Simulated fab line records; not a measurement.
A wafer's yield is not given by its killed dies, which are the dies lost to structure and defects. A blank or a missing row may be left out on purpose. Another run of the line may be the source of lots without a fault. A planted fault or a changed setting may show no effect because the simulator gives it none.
Commonality check across tools + flow rit_cmos + 14 lots and 42 wafers in the sample

## THE REASON FOR OPENING IT
At RIT_PLDD_TW_MEAS_10 the reading PLDD_TW is flagged on 2 of 14 lots. Wafers without a fault read 2347, standard deviation 12.
Rule: a lot is flagged in two cases, either no wafer of it has a number, or all its wafers with numbers fall more than 4 standard deviations from that mean. As for the other lots, they are considered sound.

| lot  | measured    | on            | PLDD_TW, wafer by wafer | flag    |
|------|-------------|---------------|-------------------------|---------|
| L996 | day 3 05:08 | film_metro-02 | 2328 2320 2335          |         |
| L997 | day 3 10:21 | film_metro-04 | 2365 2364 2352          |         |
| L998 | day 3 16:47 | film_metro-04 | 2355 2356 2350          |         |
| L100 | day 4 00:32 | film_metro-04 | 2329 2330 2324          |         |
| L102 | day 4 11:59 | film_metro-02 | 2342 2349 2356          |         |
| L104 | day 4 20:40 | film_metro-01 | 2377 2366 2356          |         |
| L106 | day 5 09:06 | film_metro-04 | 2340 2337 2338          |         |
| L109 | day 5 22:31 | film_metro-04 | 30 30 30                | FLAGGED |
| L110 | day 6 04:17 | film_metro-02 | 30 30 30                | FLAGGED |
| L112 | day 6 13:37 | film_metro-01 | 2350 2340 2354          |         |
| L113 | day 6 18:08 | film_metro-04 | 2347 2328 2345          |         |
| L114 | day 6 23:46 | film_metro-01 | 2341 2353 2330          |         |
| L116 | day 7 09:36 | film_metro-01 | 2362 2359 2342          |         |
| L117 | day 7 13:59 | film_metro-01 | 2370 2358 2364          |         |
The numbers of the flagged lots are 30 on average: -2317 against the usual, or -99 or more standard deviations.

## WHICH TOOL EACH LOT WENT THROUGH
The record keeps 1 process step preceding the reading, out of 202 steps on the route. Every cell lists first the tool, next ch and the chambers used by the sampled wafers, and last the start.
| lot  | flag    | RIT_NLDD_STRIP_09                   |
|------|---------|-------------------------------------|
| L996 |         | plasma_asher-01 ch 0,1, day 3 03:25 |
| L997 |         | plasma_asher-03 ch 0,1, day 3 08:45 |
| L998 |         | plasma_asher-02 ch 0,1, day 3 14:58 |
| L100 |         | plasma_asher-03 ch 0,1, day 3 22:59 |
| L102 |         | plasma_asher-03 ch 0,1, day 4 10:23 |
| L104 |         | plasma_asher-03 ch 0,1, day 4 19:03 |
| L106 |         | plasma_asher-02 ch 0,1, day 5 07:25 |
| L109 | FLAGGED | plasma_asher-01 ch 0,1, day 5 20:47 |
| L110 | FLAGGED | plasma_asher-01 ch 1, day 6 02:33   |
| L112 |         | plasma_asher-01 ch 0,1, day 6 12:03 |
| L113 |         | plasma_asher-03 ch 0,1, day 6 16:27 |
| L114 |         | plasma_asher-01 ch 0,1, day 6 22:10 |
| L116 |         | plasma_asher-01 ch 0,1, day 7 08:02 |
| L117 |         | plasma_asher-03 ch 0,1, day 7 12:02 |
These steps, and what they do:
- RIT_NLDD_STRIP_09: strips in O2, time 180 s.
- RIT_PLDD_TW_MEAS_10

## FLAGGED OVER TOTAL, TOOL BY TOOL (the gauges that took the reading come last)
| step                | tool            | lots run | flagged | share of the flagged lots | sound lots run after its first flagged lot |
|---------------------|-----------------|----------|---------|---------------------------|--------------------------------------------|
| RIT_NLDD_STRIP_09   | plasma_asher-01 | 6        | 2       | all                       | 3 (L112,L114,L116)                         |
| RIT_NLDD_STRIP_09   | plasma_asher-02 | 2        | 0       | none                      | -                                          |
| RIT_NLDD_STRIP_09   | plasma_asher-03 | 6        | 0       | none                      | -                                          |
| RIT_PLDD_TW_MEAS_10 | film_metro-01   | 5        | 0       | none                      | -                                          |
| RIT_PLDD_TW_MEAS_10 | film_metro-02   | 3        | 1       | some                      | 0                                          |
| RIT_PLDD_TW_MEAS_10 | film_metro-04   | 6        | 1       | some                      | 1 (L113)                                   |

## WHAT THE TABLE PERMITS
All flagged lots share 1 row of the table, namely plasma_asher-01 at RIT_NLDD_STRIP_09.
- plasma_asher-01 at RIT_NLDD_STRIP_09 ran 6 lots, 2 of them flagged. After the first flagged lot (L112, L114, L116), sound lots still ran on it; a lasting fault on the whole tool would not permit that. On the flagged lots its readings are blank where sound lots have values: chamber_pressure_mTorr, drypump_motor_current_A.
There is no row in the table that ran each flagged lot and no sound lot after the first.

## WHAT THE SIMULATOR HAD INSERTED
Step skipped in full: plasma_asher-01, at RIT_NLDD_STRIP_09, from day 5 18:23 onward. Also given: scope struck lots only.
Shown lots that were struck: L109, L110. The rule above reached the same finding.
